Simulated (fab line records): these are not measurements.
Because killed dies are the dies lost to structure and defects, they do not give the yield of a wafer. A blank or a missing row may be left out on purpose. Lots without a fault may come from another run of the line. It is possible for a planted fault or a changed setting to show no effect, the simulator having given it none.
Code-filled problem report in 8D (eight disciplines) form :: flow berkeley cmos170 :: the parts of the form that need people (team, actions taken, sign-off) are left out

## 1. THE ISSUE
Mean of run length s at UCB170_V2_ETCH_14: 366.5 s across 4 wafers in 2 lots; on wafers with no fault it is 319.5 s (standard deviation 0.45). So: +99 or more standard deviations from the usual mean.
The step: etches SiO2 in CHF3/CF4/Ar, stops on Al, target depth 1250 nm, time 291 s.
The first sign was on wafer L287.2 at day 13 01:34, on rie diel-02. The record holds 18 wafers of 6 lots with a number at this step. Rule for "out" (also "out of limits"): further than 4 standard deviations from the usual mean. The rest of the wafers with a number are treated as sound.

## 2. WHAT IT IS, WHAT IT ISN'T
question: which readings at this step
is: run length s, oes product au
is not: drypump motor current A, throttle valve pct

question: which lots
is: L287, L290
is not: L269, L273, L279, L286

question: which wafers of those lots
is: L287.2, L287.6, L290.4, L290.5
is not: L287.5, L290.2

question: read on which tools
is: rie diel-02
is not: rie diel-01, rie diel-03

question: when
is: from day 13 01:34
is not: up to then (10 sound wafers); but 4 sound wafers of L286, L290 came after

## 3. WHAT RULES OUT EACH SUSPECT
Counting: any tool at a process step up to the reading remains a suspect provided it ran every lot that is out. Sound lots after the first of them don't rule it out here, since some wafers of a struck lot are sound.
- rie diel-02 at UCB170_V2_ETCH_14 (etches SiO2 in CHF3/CF4/Ar, stops on Al, target depth 1250 nm, time 291 s): kept. It processed each lot that is out (first: L287, day 13 01:34); up to then, its last sound lot is L269 (day 9 09:13). On those wafers its own readings are out: oes product au, run length s.
- In rie diel-02 at UCB170_V2_ETCH_14, the wafers that are out were processed in chamber 0 and their sound lot-mates in chambers 2, 3.
After counting, what remains is rie diel-02 at UCB170_V2_ETCH_14.

## 4. THE CAUSE (what the simulator had put in)
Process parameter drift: rie diel-02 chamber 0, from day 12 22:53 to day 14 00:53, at UCB170_V2_ETCH_14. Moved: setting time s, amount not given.
Only this tool survived the counting.

## 5. THE CHAIN OF EFFECTS, in route order
Rows list readings where the struck wafers' mean (over those with a number) sits beyond 3 standard deviations from the usual. Readings are gone through only where the record gives a usual standard deviation; hours: the median, over the lots, of the time from a lot's start at the first step in this table giving one to that lot's start at this step; sigmas: the change measured in usual standard deviations.
hours: 0
step: UCB170_V2_ETCH_14
reading: oes product au
usual: 0.874 a.u.
on struck wafers: 0.814
change: -0.060
sigmas: -6.0

hours: 0
step: UCB170_V2_ETCH_14
reading: run length s
usual: 319.5 s
on struck wafers: 366.5
change: +47.0
sigmas: +99 or more

hours: 0
step: UCB170_V2_STRIP_15
reading: strip time to endpoint s
usual: 15.34 s
on struck wafers: 14.20
change: -1.14
sigmas: -10
Process steps it contains:
- UCB170_V2_ETCH_14: etches SiO2 in CHF3/CF4/Ar, stops on Al, target depth 1250 nm, time 291 s.
- UCB170_V2_STRIP_15: strips in O2.
At these later measuring or inspecting steps, every struck wafer for which the step has a row has a number for every such reading, and none has moved that far: UCB170_V2_CD_MEAS_90.

## 6. HOW IT WOULD HAVE BEEN CAUGHT EARLIER
3 hours passed between the start of the fault at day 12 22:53 and the first reading out of limits in this record, taken at day 13 01:34.
